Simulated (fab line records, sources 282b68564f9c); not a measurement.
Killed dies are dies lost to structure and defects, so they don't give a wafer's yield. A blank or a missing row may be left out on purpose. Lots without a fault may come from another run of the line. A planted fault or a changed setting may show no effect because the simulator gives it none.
Which tool did it? | flow rit_cmos | 14 lots, 42 wafers sampled, at 2 steps of a route of 202

WHAT THE GAUGES READ, wafer by wafer
RIT_REOX_THK_MEAS_04.
lot  | measured    | on            | REOX_OXIDE_THK (nm)
L998 | day 2 16:25 | film_metro-03 | 24.9 25.1 25.5
L999 | day 2 21:42 | film_metro-03 | 24.7 24.6 24.5
L100 | day 3 02:10 | film_metro-03 | 24.9 25.1 25.2
L101 | day 3 07:23 | film_metro-04 | 25.3 25.2 25.4
L102 | day 3 13:41 | film_metro-01 | 25.2 25.7 25.6
L104 | day 3 21:32 | film_metro-04 | 25.5 25.7 25.9
L106 | day 4 08:53 | film_metro-03 | 26.0 25.7 26.0
L107 | day 4 14:46 | film_metro-01 | 32.9 32.2 32.2
L110 | day 5 06:01 | film_metro-04 | 32.9 32.8 32.5
L112 | day 5 14:34 | film_metro-03 | 25.0 24.8 24.8
L114 | day 6 01:11 | film_metro-03 | 25.3 25.4 25.2
L115 | day 6 06:00 | film_metro-04 | 25.5 25.7 25.2
L116 | day 6 10:38 | film_metro-03 | 25.4 25.6 25.1
L119 | day 7 02:00 | film_metro-01 | 25.5 26.0 25.6

WHICH TOOL RAN EACH LOT (tool, then ch and the chambers of the sampled wafers, then the start)
lot  | RIT_REOX_OXIDATION_03
L998 | furnace-04 ch 0, day 2 13:50
L999 | furnace-02 ch 0, day 2 19:08
L100 | furnace-02 ch 0, day 2 23:37
L101 | furnace-03 ch 0, day 3 04:50
L102 | furnace-04 ch 0, day 3 11:07
L104 | furnace-03 ch 0, day 3 18:58
L106 | furnace-04 ch 0, day 4 06:20
L107 | furnace-03 ch 0, day 4 12:11
L110 | furnace-03 ch 0, day 5 03:26
L112 | furnace-02 ch 0, day 5 12:01
L114 | furnace-04 ch 0, day 5 22:38
L115 | furnace-02 ch 0, day 6 03:25
L116 | furnace-02 ch 0, day 6 08:04
L119 | furnace-04 ch 0, day 6 23:27
- RIT_REOX_OXIDATION_03: target thk 25.2 nm, ox time 5580 s.

WHAT THE TOOLS THEMSELVES READ (means of the sampled wafers that have a number; where no wafer has one, the mark that the record gives instead)
RIT_REOX_OXIDATION_03.
lot  | tool       | spike_tc_source_C (C) | tube_center_temp_C_max
L998 | furnace-04 | 925.4                 | 902.5
L999 | furnace-02 | 924.8                 | 902.5
L100 | furnace-02 | 924.8                 | 902.3
L101 | furnace-03 | 923.1                 | 902.8
L102 | furnace-04 | 925.9                 | 902.3
L104 | furnace-03 | 923.8                 | 902.3
L106 | furnace-04 | 925.2                 | 902.2
L107 | furnace-03 | 923.2                 | 902.2
L110 | furnace-03 | 922.5                 | 902.2
L112 | furnace-02 | 924.2                 | 902.4
L114 | furnace-04 | 925.4                 | 902.7
L115 | furnace-02 | 923.9                 | 902.2
L116 | furnace-02 | 923.9                 | 902.4
L119 | furnace-04 | 925.8                 | 901.9

THE ANSWER, worked out from the rows above alone
Rule: what is usual is taken from the lots themselves. Put in order of their means at a reading, lots are off if they are a third of the lots or fewer, leave a main group of 4 or more, and stand apart from it by a gap of 3 or more times the standard deviation of the main group's means; of several such gaps the widest counts. A main group whose means are all the same, to the digits that the tables above print for the reading, isn't used. A lot without any number at a reading at which 4 lots or more have one is off too. The other lots that the step has rows for count as sound. The gauges are gone through in route order, then the tools' own readings, and for those a lot's mean is taken as printed above. The first step at which some lot is off is used, and at that step the reading that is off furthest; a lot without a number counts as furthest.
Off: L107, L110, at RIT_REOX_THK_MEAS_04 (REOX_OXIDE_THK). The main group: mean 25.3 nm, standard deviation 0.35.
A tool fits if, at a process step before that reading, it ran every lot that is off, and no sound lot after the first of them. The gauges at RIT_REOX_THK_MEAS_04 are tried like those tools. One fits: furnace-03 at RIT_REOX_OXIDATION_03. Its last sound lot is L104 (day 3 18:58), its first lot that is off L107 (day 4 12:11): a fault that began between those two fits.

WHAT THE SIMULATOR HAD PUT IN
Process parameter drift: furnace-03, from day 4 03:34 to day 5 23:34, at RIT_REOX_OXIDATION_03. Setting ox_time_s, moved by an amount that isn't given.
Lots struck among those shown: L107, L110. The rule above found the same.
